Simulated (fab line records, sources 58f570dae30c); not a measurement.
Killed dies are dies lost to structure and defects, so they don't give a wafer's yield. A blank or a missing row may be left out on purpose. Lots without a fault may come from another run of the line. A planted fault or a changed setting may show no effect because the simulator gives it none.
fab line records | flow berkeley_cmos170
record lots=5 wafers=23
route steps=331 shown CONTACT@229 V1@256 M2@272 V2@299
start_h: hours from the record's first day to the start of the lot's first wafer shown | wait_h: hours since the lot's step before | " the same as in the row above | L1.1+2: a row that stands for several wafers | - no value, or no start given | * or withheld: withheld | < > ~ a bound
route shown NAME@n: a module of which the file shows steps, and the number in the route of the first | usual: mean/standard deviation of fault-free wafers | same: alike in all rows | chamber/n: place in a boat | sites: the reading at each site | _std_site: their standard deviation | _edge_site: outer sites' mean less inner sites' | radius_mm: how far each site lies from the wafer's centre | mask NAME#n: copy n | behind: the tool/chamber that last shaped the wafer | hold: why the lot was held/for how many hours/how that ended | device: the transistor (n, p or np) that didn't switch | end of line: the same wafers' tests at the end of the route | a step without rows: its recipe alone | killed: dies lost to structure and defects at the first sort, not the wafer's yield | map: a wafer's dies, x killed, . not, _ none there
set.NAME: the setting as run; set.NAME@STEP: as run at that earlier step | model.NAME: the simulator's own value behind a step, which no gauge read
lots whose settings were changed on purpose; a table a step, a row a wafer
## steps
# step UCB170_CONTACT_PEB_13
# recipe peb_temp_c=130 peb_time_s=withheld resist=KrF
# columns lot.wafer tool chamber start_h wait_h set.peb_temp_c
L080.1+2+5 litho_track-04 0 175.05 0.1 130
L082.1+2+4 litho_track-04 0 175.46 0.1 130
L082.3+5 " 0 " " 128.9
L081.1+4+5 litho_track-02 0 176.96 0.1 133.6
L081.2+6 " 0 " " 130
L079.1+6 litho_track-01 0 177.20 0.1 126.1
L079.2+4+5 " 0 " " 130
L084.1+6 litho_track-02 0 200.01 0.1 130
L084.2+3+5 " 0 " " 131
# step UCB170_CONTACT_DEVELOP_14
# recipe developer=TMAH develop_time_s=45 resist=KrF dev_temp_c=19.75
# columns lot.wafer tool chamber start_h wait_h set.peb_temp_c@CONTACT_PEB_13 model.CONTACT.cd_nm
L080.1 litho_track-04 0 - - 130 698.8
L080.2 " 0 " " 130 698.9
L080.5 " 0 " " 130 698
L082.1 litho_track-04 0 - - 130 698.8
L082.2 " 0 " " 130 697.3
L082.3 " 0 " " 128.9 691.8
L082.4 " 0 " " 130 696.3
L082.5 " 0 " " 128.9 689.4
L081.1 litho_track-02 0 - - 133.6 720.1
L081.2 " 0 " " 130 698.9
L081.4 " 0 " " 133.6 720.5
L081.5 " 0 " " 133.6 720.3
L081.6 " 0 " " 130 701.2
L079.1 litho_track-01 0 - - 126.1 670.1
L079.2 " 0 " " 130 698
L079.4 " 0 " " 130 699.5
L079.5 " 0 " " 130 698.8
L079.6 " 0 " " 126.1 668.9
L084.1 litho_track-02 0 - - 130 698.6
L084.2 " 0 " " 131 704.8
L084.3 " 0 " " 131 705.9
L084.5 " 0 " " 131 705.2
L084.6 " 0 " " 130 699.3
# step UCB170_CONTACT_CD_MEAS_15
# recipe target_cd_nm=700
# usual cd_nm=699.6/1.2
# columns lot.wafer tool chamber start_h wait_h set.peb_temp_c@CONTACT_PEB_13 cd_nm
L080.1 cd_sem-02 - 175.32 - 130 698.8
L080.2 " - " " 130 698.6
L080.5 " - " " 130 698.2
L082.1 cd_sem-01 - 175.74 - 130 698.8
L082.2 " - " " 130 697.0
L082.3 " - " " 128.9 691.7
L082.4 " - " " 130 696.4
L082.5 " - " " 128.9 689.9
L081.1 cd_sem-01 - 177.23 - 133.6 720.4
L081.2 " - " " 130 698.9
L081.4 " - " " 133.6 720.6
L081.5 " - " " 133.6 720.2
L081.6 " - " " 130 701.7
L079.1 cd_sem-02 - 177.47 - 126.1 670.2
L079.2 " - " " 130 698.1
L079.4 " - " " 130 699.6
L079.5 " - " " 130 698.6
L079.6 " - " " 126.1 668.8
L084.1 cd_sem-01 - 200.28 - 130 698.6
L084.2 " - " " 131 704.8
L084.3 " - " " 131 706.2
L084.5 " - " " 131 705.3
L084.6 " - " " 130 699.3
# step UCB170_CONTACT_ETCH_17
# recipe chemistry=N2/H2 target_depth_a=withheld overetch_a=withheld target=BARC time_s=withheld source_w=500 bias_w=100 pressure_mtorr=30 n2_flow_sccm=100 h2_flow_sccm=200
# columns lot.wafer tool chamber start_h wait_h set.peb_temp_c@CONTACT_PEB_13 model.CONTACT.cd_nm
L080.1 rie_diel-03 3 175.48 0.0 130 697.9
L080.2 " 2 " " 130 699.4
L080.5 " 2 " " 130 698.1
L082.1 rie_diel-01 2 175.89 0.0 130 699.1
L082.2 " 3 " " 130 698
L082.3 " 0 " " 128.9 691.5
L082.4 " 2 " " 130 696.7
L082.5 " 0 " " 128.9 689.2
L081.1 rie_diel-03 1 177.39 0.0 133.6 721.3
L081.2 " 0 " " 130 699
L081.4 " 3 " " 133.6 719.8
L081.5 " 2 " " 133.6 720.4
L081.6 " 1 " " 130 702.1
L079.1 rie_diel-02 1 177.63 0.0 126.1 670.2
L079.2 " 2 " " 130 697.7
L079.4 " 3 " " 130 699.6
L079.5 " 1 " " 130 698.9
L079.6 " 0 " " 126.1 669
L084.1 rie_diel-02 0 200.44 0.0 130 698.4
L084.2 " 2 " " 131 704.5
L084.3 " 1 " " 131 705.6
L084.5 " 1 " " 131 704.7
L084.6 " 0 " " 130 699.4
# step UCB170_CONTACT_ETCH_18
# recipe chemistry=CHF3/CF4/Ar target=PSG stop_on=TiSi2 CHF3_flow_sccm=45 cf4_flow_sccm=15 Ar_flow_sccm=150 pressure_mtorr=200 rf_w=700 target_depth_a=8400 over_etch_frac=0.2 time_s=195
# columns lot.wafer tool chamber start_h wait_h set.resist_thk_nm@CONTACT_COAT_10 model.KrF_of_CONTACT_COAT_10.thk_nm
L080.1 rie_diel-03 3 - - 900 694.8
L080.2 " 2 " " 900 693.7
L080.5 " 2 " " 900 698.7
L082.1 rie_diel-01 2 - - 900 696.7
L082.2 " 3 " " 937.4 724.1
L082.3 " 0 " " 900 690.5
L082.4 " 2 " " 937.4 736.6
L082.5 " 0 " " 937.4 727.1
L081.1 rie_diel-03 1 - - 900 690
L081.2 " 0 " " 900 692.6
L081.4 " 3 " " 865.1 659.7
L081.5 " 2 " " 865.1 657.1
L081.6 " 1 " " 865.1 655.1
L079.1 rie_diel-02 1 - - 900 685.3
L079.2 " 2 " " 939 728.6
L079.4 " 3 " " 900 687.7
L079.5 " 1 " " 939 724.1
L079.6 " 0 " " 900 688.2
L084.1 rie_diel-02 0 - - 900 693.5
L084.2 " 2 " " 900 692.4
L084.3 " 1 " " 900 691.3
L084.5 " 1 " " 900 688.1
L084.6 " 0 " " 900 690.4
# step UCB170_CONTACT_STRIP_19
# recipe chemistry=O2 power_w=400 pressure_mtorr=3500 platen_temp_c=withheld o2_flow_sccm=400 overash_fraction=0.5
# step UCB170_CONTACT_CD_MEAS_90
# recipe target_cd_nm=700
# usual cd_nm=699.1/1.4
# columns lot.wafer tool chamber start_h wait_h set.peb_temp_c@CONTACT_PEB_13 cd_nm
L080.1 cd_sem-02 - 175.75 0.1 130 696.6
L080.2 " - " " 130 698.6
L080.5 " - " " 130 697.4
L082.1 cd_sem-01 - 176.16 0.1 130 698.5
L082.2 " - " " 130 698.1
L082.3 " - " " 128.9 691.8
L082.4 " - " " 130 696.5
L082.5 " - " " 128.9 689.6
L081.1 cd_sem-02 - 177.66 0.1 133.6 720.4
L081.2 " - " " 130 698.6
L081.4 " - " " 133.6 718.7
L081.5 " - " " 133.6 720.0
L081.6 " - " " 130 701.5
L079.1 cd_sem-02 - 177.90 0.1 126.1 671.4
L079.2 " - " " 130 697.2
L079.4 " - " " 130 699.7
L079.5 " - " " 130 699.3
L079.6 " - " " 126.1 668.7
L084.1 cd_sem-02 - 200.71 0.1 130 698.1
L084.2 " - " " 131 703.9
L084.3 " - " " 131 706.6
L084.5 " - " " 131 705.5
L084.6 " - " " 130 699.4
# step UCB170_V1_CMP_02
# recipe material=SiO2 down_force_psi=6 platen_rpm=60 pad_velocity_m_s=0.75398
# columns lot.wafer tool chamber start_h wait_h set.leave_above_ref_nm model.SiO2_of_V1_CVD_00.thk_nm
L081.1 cmp-01 1 183.09 0.1 1036 -
L081.2+5 " 2,0 " " 1000 -
L081.4 " 3 " " 1036 1036
L081.6 " 1 " " 1000 1003
L080.2+1 cmp-02 0,1 183.14 0.1 1000 1000
L080.5 " 2 " " 1000 998.2
L082.3 cmp-02 2 183.34 0.3 1000 -
L082.4+2 " 3,0 " " 1053 -
L082.1 " 1 " " 1000 999.4
L082.5 " 2 " " 1000 996.8
L079.2+4 cmp-01 3,0 183.39 0.2 1000 1001
L079.1 " 1 " " 1039 1041
L079.5 " 2 " " 1039 1039
L079.6 " 3 " " 1039 1040
L084.3 cmp-02 1 206.53 0.1 1000 999.2
L084.1 " 2 " " 1000 997.3
L084.2 " 3 " " 1000 997.4
L084.5+6 " 0,1 " " 1000 998.6
# step UCB170_V1_THK_MEAS_04
# recipe reads=SiO2_of_V1_CVD_00
# usual V1_POLISHED_THK=1000.2/1.6
# columns lot.wafer tool chamber start_h wait_h set.leave_above_ref_nm@V1_CMP_02 V1_POLISHED_THK[nm]
L080.1 film_metro-04 - 183.46 0.1 1000 999.8
L080.2 " - " " 1000 999.4
L080.5 " - " " 1000 998.2
L081.1 film_metro-03 - 183.50 0.1 1036 1038.2
L081.2 " - " " 1000 999.5
L081.4 " - " " 1036 1035.8
L081.5 " - " " 1000 999.1
L081.6 " - " " 1000 1002.4
L079.1 film_metro-04 - 183.76 0.1 1039 1041.5
L079.2 " - " " 1000 1000.9
L079.4 " - " " 1000 1001.3
L079.5 " - " " 1039 1038.6
L079.6 " - " " 1039 1040.3
L082.1 film_metro-01 - 183.76 0.1 1000 999.4
L082.2 " - " " 1053 1052.1
L082.3 " - " " 1000 998.9
L082.4 " - " " 1053 1051.1
L082.5 " - " " 1000 997.4
L084.1 film_metro-03 - 206.90 0.1 1000 997.5
L084.2 " - " " 1000 996.9
L084.3 " - " " 1000 999.2
L084.5 " - " " 1000 998.3
L084.6 " - " " 1000 998.5
# step UCB170_V1_ETCH_14
# recipe chemistry=CHF3/CF4/Ar target=SiO2 stop_on=Al CHF3_flow_sccm=45 cf4_flow_sccm=15 Ar_flow_sccm=150 pressure_mtorr=200 rf_w=700 target_depth_a=12500 over_etch_frac=0.25 time_s=291
# columns lot.wafer tool chamber start_h wait_h set.time_s set.leave_above_ref_nm@V1_CMP_02 model.V1.feature_depth_nm model.etch.depth_nm model.KrF_of_V1_COAT_07.thk_nm
L080.1 rie_diel-04 1 185.62 0.0 291 1000 1000 1000 614.4
L080.2 " 0 " " 291 1000 1000 1000 611.2
L080.5 " 1 " " 291 1000 998.2 998.2 610
L081.1 rie_diel-02 1 185.76 0.0 291 1036 1038 - 598.9
L081.2 " 2 " " 291 1000 999.3 - 610.3
L081.4 " 3 " " 261.9 1036 1036 1036 630.9
L081.5 " 2 " " 261.9 1000 999.3 - 635.6
L081.6 " 3 " " 291 1000 1003 1003 603.3
L082.1 rie_diel-03 3 185.81 0.0 271.5 1000 999.4 999.4 633.2
L082.2 " 0 " " 271.5 1053 1052 - 634.6
L082.3 " 1 " " 271.5 1000 998.5 - 628.8
L082.4 " 2 " " 291 1053 1050 - 614
L082.5 " 2 " " 291 1000 996.8 996.8 617.2
L079.1 rie_diel-04 2 185.94 0.0 278.1 1039 1041 1041 619.1
L079.2 " 0 " " 291 1000 1001 1001 613.5
L079.4 " 3 " " 278.1 1000 1001 1001 625.8
L079.5 " 0 " " 291 1039 1039 1039 611.5
L079.6 " 1 " " 291 1039 1040 1040 610.7
L084.1 rie_diel-03 1 209.68 0.0 291 1000 997.4 997.3 617
L084.2 " 3 " " 291 1000 997.4 997.4 616.1
L084.3 " 2 " " 291 1000 999.2 999.2 616.5
L084.5 " 3 " " 258.8 1000 998.6 998.6 649.4
L084.6 " 2 " " 258.8 1000 998.6 998.6 647.4
# step UCB170_V1_STRIP_15
# recipe chemistry=O2 power_w=400 pressure_mtorr=3500 platen_temp_c=withheld o2_flow_sccm=400 overash_fraction=0.5
# usual strip_time_to_endpoint_s=15.35/0.1
# columns lot.wafer tool chamber start_h wait_h set.time_s@V1_ETCH_14 strip_time_to_endpoint_s
L080.1 plasma_asher-01 0 185.79 0.1 291 15.41
L080.2 " 1 " " 291 15.33
L080.5 " 0 " " 291 15.32
L081.1 plasma_asher-03 1 185.94 0.1 291 15.04
L081.2 " 0 " " 291 15.32
L081.4 " 1 " " 261.9 15.79
L081.5 " 0 " " 261.9 15.83
L081.6 " 1 " " 291 15.15
L082.1 plasma_asher-04 1 185.99 0.1 271.5 15.85
L082.2 " 0 " " 271.5 15.91
L082.3 " 1 " " 271.5 15.76
L082.4 " 0 " " 291 15.39
L082.5 " 1 " " 291 15.49
L079.1 plasma_asher-01 0 186.12 0.1 278.1 15.52
L079.2 " 1 " " 291 15.37
L079.4 " 1 " " 278.1 15.69
L079.5 " 0 " " 291 15.34
L079.6 " 1 " " 291 15.32
L084.1 plasma_asher-04 1 209.86 0.1 291 15.47
L084.2 " 0 " " 291 15.47
L084.3 " 0 " " 291 15.46
L084.5 " 0 " " 258.8 16.19
L084.6 " 1 " " 258.8 16.14
# step UCB170_M2_SPUTTER_01
# recipe material=Al target_thk_nm=900 time_s=120 power_w=6000 chamber_pressure_pa=0.5
# columns lot.wafer tool chamber start_h wait_h set.power_w model.Al_of_M2_SPUTTER_01.thk_nm
L080.1 pvd_sputter-01 - 186.08 0.0 6000 907.2
L080.2 " - " " 6000 906.4
L080.5 " - " " 6000 908.5
L081.1 pvd_sputter-03 - 186.23 0.0 6557 971.1
L081.2 " - " " 6557 972.1
L081.4 " - " " 6000 882.7
L081.5 " - " " 6557 974.3
L081.6 " - " " 6000 878.8
L082.1 pvd_sputter-02 - 186.27 0.0 6000 878
L082.2 " - " " 6472 957.5
L082.3 " - " " 6472 947.8
L082.4 " - " " 6472 946.7
L082.5 " - " " 6000 879.7
L079.1 pvd_sputter-01 - 186.40 0.0 6000 910.7
L079.2 " - " " 5815 878.2
L079.4 " - " " 6000 909.3
L079.5 " - " " 6000 908.2
L079.6 " - " " 5815 883
L084.1 pvd_sputter-02 - 210.14 0.0 6000 891.5
L084.2 " - " " 6000 891.4
L084.3 " - " " 6000 900.5
L084.5 " - " " 6000 895.2
L084.6 " - " " 6000 884.7
# step UCB170_M2_RS_MEAS_02
# recipe thk_meas_gauge=four-point-probe reads=Al_of_M2_SPUTTER_01
# usual M2_AL_RS=0.0324/0.0004
# columns lot.wafer tool chamber start_h wait_h set.power_w@M2_SPUTTER_01 M2_AL_RS[ohm/sq]
L080.1 film_metro-02 - 186.16 0.0 6000 0.0319
L080.2 " - " " 6000 0.0318
L080.5 " - " " 6000 0.0318
L081.1 film_metro-01 - 186.31 0.0 6557 0.0298
L081.2 " - " " 6557 0.0298
L081.4 " - " " 6000 0.0328
L081.5 " - " " 6557 0.0298
L081.6 " - " " 6000 0.0330
L082.1 film_metro-03 - 186.36 0.0 6000 0.0330
L082.2 " - " " 6472 0.0303
L082.3 " - " " 6472 0.0305
L082.4 " - " " 6472 0.0306
L082.5 " - " " 6000 0.0329
L079.1 film_metro-02 - 186.49 0.0 6000 0.0317
L079.2 " - " " 5815 0.0329
L079.4 " - " " 6000 0.0318
L079.5 " - " " 6000 0.0318
L079.6 " - " " 5815 0.0328
L084.1 film_metro-03 - 210.23 0.0 6000 0.0325
L084.2 " - " " 6000 0.0326
L084.3 " - " " 6000 0.0322
L084.5 " - " " 6000 0.0324
L084.6 " - " " 6000 0.0327
# step UCB170_M2_THK_MEAS_03
# recipe thk_meas_gauge=xrf reads=Al_of_M2_SPUTTER_01
# usual M2_AL_THK=872/12
# columns lot.wafer tool chamber start_h wait_h set.power_w@M2_SPUTTER_01 M2_AL_THK[nm]
L080.1 film_metro-02 - 186.28 0.1 6000 880
L080.2 " - " " 6000 882
L080.5 " - " " 6000 887
L081.1 film_metro-01 - 186.43 0.1 6557 938
L081.2 " - " " 6557 943
L081.4 " - " " 6000 857
L081.5 " - " " 6557 943
L081.6 " - " " 6000 851
L082.1 film_metro-03 - 186.48 0.1 6000 858
L082.2 " - " " 6472 936
L082.3 " - " " 6472 923
L082.4 " - " " 6472 921
L082.5 " - " " 6000 857
L079.1 film_metro-02 - 186.61 0.1 6000 892
L079.2 " - " " 5815 856
L079.4 " - " " 6000 885
L079.5 " - " " 6000 885
L079.6 " - " " 5815 862
L084.1 film_metro-03 - 210.35 0.1 6000 874
L084.2 " - " " 6000 868
L084.3 " - " " 6000 875
L084.5 " - " " 6000 875
L084.6 " - " " 6000 863
# step UCB170_M2_DEVELOP_14
# recipe developer=TMAH develop_time_s=45 resist=KrF dev_temp_c=21
# columns lot.wafer tool chamber start_h wait_h set.develop_time_s
L080.1+2+5 litho_track-03 0 - - 45
L081.1+5 litho_track-03 0 - - 45
L081.2+4+6 " 0 " " 51.16
L082.1+2+4 litho_track-03 0 - - 45
L082.3+5 " 0 " " 42.21
L079.1+5 litho_track-03 0 - - 45
L079.2+4+6 " 0 " " 47.2
L084.1+2 litho_track-02 0 - - 48.16
L084.3+5+6 " 0 " " 45
# step UCB170_M2_ETCH_17
# recipe chemistry=N2/H2 target_depth_a=withheld overetch_a=withheld target=BARC time_s=withheld source_w=500 bias_w=100 pressure_mtorr=30 n2_flow_sccm=100 h2_flow_sccm=200
# step UCB170_M2_METAL_ETCH_18
# recipe chemistry=Cl2/BCl3 target=Al stop_on=SiO2 pressure_mtorr=12 target_depth_a=11700 over_etch_frac=0.3 time_s=195 icp_w=600 bias_w=120 Cl2_flow_sccm=90 bcl3_flow_sccm=45
# usual oes_product_au=0.844/0.01
# columns lot.wafer tool chamber start_h wait_h set.leave_above_ref_nm@V1_CMP_02 set.power_w@M2_SPUTTER_01 oes_product_au model.SiO2_of_V1_CVD_00.thk_nm
L080.1 rie_metal-01 1 189.01 - 1000 6000 0.834 937.3
L080.2 " 0 " " 1000 6000 0.855 939.6
L080.5 " 1 " " 1000 6000 0.836 935.7
L081.1 rie_metal-02 1 189.29 - 1036 6557 0.886 -
L081.2 " 1 " " 1000 6557 0.882 -
L081.4 " 1 " " 1036 6000 0.843 973.5
L081.5 " 1 " " 1000 6557 0.876 -
L081.6 " 1 " " 1000 6000 0.833 940.2
L082.1 rie_metal-04 1 189.56 - 1000 6000 0.842 937.7
L082.2 " 0 " " 1053 6472 0.890 -
L082.3 " 0 " " 1000 6472 0.882 -
L082.4 " 1 " " 1053 6472 0.878 -
L082.5 " 0 " " 1000 6000 0.844 933.8
L079.1 rie_metal-01 1 189.84 - 1039 6000 0.837 977.9
L079.2 " 0 " " 1000 5815 0.846 939.6
L079.4 " 0 " " 1000 6000 0.863 940.2
L079.5 " 1 " " 1039 6000 0.843 976
L079.6 " 0 " " 1039 5815 0.847 978.5
L084.1 rie_metal-02 1 212.58 - 1000 6000 0.846 934.8
L084.2 " 0 " " 1000 6000 0.860 938.6
L084.3 " 0 " " 1000 6000 0.857 940.7
L084.5 " 1 " " 1000 6000 0.842 936.1
L084.6 " 0 " " 1000 6000 0.851 939.7
# step UCB170_V2_COAT_07
# recipe resist=KrF spin_rpm=1500 resist_thk_nm=900
# columns lot.wafer tool chamber start_h wait_h set.spin_rpm model.KrF_of_V2_COAT_07.thk_nm
L080.1 litho_track-02 0 190.46 0.1 1500 896.5
L080.2 " 0 " " 1500 897.5
L080.5 " 0 " " 1500 899.2
L081.1 litho_track-01 0 191.06 0.1 1500 897.7
L081.2 " 0 " " 1500 900.1
L081.4 " 0 " " 1500 898
L081.5 " 0 " " 1500 901.3
L081.6 " 0 " " 1500 899.4
L082.1 litho_track-02 0 191.06 0.1 1500 895.6
L082.2 " 0 " " 1500 896.7
L082.3 " 0 " " 1596 868.3
L082.4 " 0 " " 1596 868.1
L082.5 " 0 " " 1596 870.6
L079.1 litho_track-04 0 191.44 0.1 1500 899.7
L079.2 " 0 " " 1500 899.5
L079.4 " 0 " " 1500 900.6
L079.5 " 0 " " 1500 899.6
L079.6 " 0 " " 1500 900.8
L084.1 litho_track-04 0 214.87 0.1 1500 897.6
L084.2 " 0 " " 1547 887.9
L084.3 " 0 " " 1547 887.4
L084.5 " 0 " " 1500 900.3
L084.6 " 0 " " 1500 902.5
# step UCB170_V2_SOFTBAKE_08
# recipe resist=KrF temp_c=130 time_s=60
# step UCB170_V2_EXPOSE_09
# recipe mask_id=VIA2 target_cd_nm=700 na=0.5 sigma_outer=0.6 source_shape=conventional dose_mj=37
# step UCB170_V2_ETCH_14
# recipe chemistry=CHF3/CF4/Ar target=SiO2 stop_on=Al CHF3_flow_sccm=45 cf4_flow_sccm=15 Ar_flow_sccm=150 pressure_mtorr=200 rf_w=700 target_depth_a=12500 over_etch_frac=0.25 time_s=291
# columns lot.wafer tool chamber start_h wait_h set.power_w@M2_SPUTTER_01 model.Al_of_M2_SPUTTER_01.thk_nm
L080.1 rie_diel-01 3 191.30 0.0 6000 906.7
L080.2 " 1 " " 6000 906.4
L080.5 " 1 " " 6000 908.5
L081.1 rie_diel-03 3 191.90 0.0 6557 971.1
L081.2 " 1 " " 6557 972
L081.4 " 2 " " 6000 882.7
L081.5 " 2 " " 6557 974.3
L081.6 " 3 " " 6000 878.8
L082.1 rie_diel-02 2 192.18 0.0 6000 878
L082.2 " 1 " " 6472 957.3
L082.3 " 0 " " 6472 947.8
L082.4 " 3 " " 6472 946.7
L082.5 " 2 " " 6000 879.7
L079.1 rie_diel-01 3 192.45 0.0 6000 910.2
L079.2 " 0 " " 5815 878
L079.4 " 3 " " 6000 908.7
L079.5 " 0 " " 6000 908
L079.6 " 2 " " 5815 883
L084.1 rie_diel-02 1 216.33 0.0 6000 891.3
L084.2 " 0 " " 6000 891.4
L084.3 " 2 " " 6000 900.5
L084.5 " 0 " " 6000 895.2
L084.6 " 1 " " 6000 884.4
## key
split step=UCB170_CONTACT_PEB_13 setting=peb_temp_c stated=130 by=wafer
response step=UCB170_CONTACT_DEVELOP_14 reading=model.CONTACT.cd_nm change=+8.6 per=1% r=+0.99
response step=UCB170_CONTACT_CD_MEAS_15 reading=cd_nm change=+8.57 per=1% r=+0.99
response step=UCB170_CONTACT_ETCH_17 reading=model.CONTACT.cd_nm change=+8.54 per=1% r=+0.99
response step=UCB170_CONTACT_CD_MEAS_90 reading=cd_nm change=+8.42 per=1% r=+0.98
split step=UCB170_V1_CMP_02 setting=leave_above_ref_nm stated=1000 by=wafer
response step=UCB170_V1_CMP_02 reading=model.SiO2_of_V1_CVD_00.thk_nm change=+9.73 per=1% r=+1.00
response step=UCB170_V1_THK_MEAS_04 reading=V1_POLISHED_THK change=+10 per=1% r=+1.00
response step=UCB170_V1_ETCH_14 reading=model.V1.feature_depth_nm change=+10 per=1% r=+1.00
response step=UCB170_V1_ETCH_14 reading=model.etch.depth_nm change=+9.73 per=1% r=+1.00
response step=UCB170_M2_METAL_ETCH_18 reading=model.SiO2_of_V1_CVD_00.thk_nm change=+9.52 per=1% r=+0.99
split step=UCB170_V1_ETCH_14 setting=time_s stated=291 by=wafer
response step=UCB170_V1_ETCH_14 reading=model.KrF_of_V1_COAT_07.thk_nm change=-2.79 per=1% r=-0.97
response step=UCB170_V1_STRIP_15 reading=strip_time_to_endpoint_s change=* per=1% r=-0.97
split step=UCB170_M2_SPUTTER_01 setting=power_w stated=6000 by=wafer
response step=UCB170_M2_SPUTTER_01 reading=model.Al_of_M2_SPUTTER_01.thk_nm change=+9.56 per=1% r=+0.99
response step=UCB170_M2_RS_MEAS_02 reading=M2_AL_RS change=-0.000328 per=1% r=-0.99
response step=UCB170_M2_THK_MEAS_03 reading=M2_AL_THK change=+9.13 per=1% r=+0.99
response step=UCB170_M2_METAL_ETCH_18 reading=oes_product_au change=+0.0046 per=1% r=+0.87
response step=UCB170_V2_ETCH_14 reading=model.Al_of_M2_SPUTTER_01.thk_nm change=+9.54 per=1% r=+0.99
split step=UCB170_M2_DEVELOP_14 setting=develop_time_s stated=45 by=wafer
response none clear
split step=UCB170_V2_COAT_07 setting=spin_rpm stated=1500 by=wafer
response step=UCB170_V2_COAT_07 reading=model.KrF_of_V2_COAT_07.thk_nm change=-4.2 per=1% r=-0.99
split outside_this_file step=UCB170_CONTACT_COAT_10 setting=resist_thk_nm
# split outside_this_file: this setting was split too, and the file shows its column; the key of that split is in another file
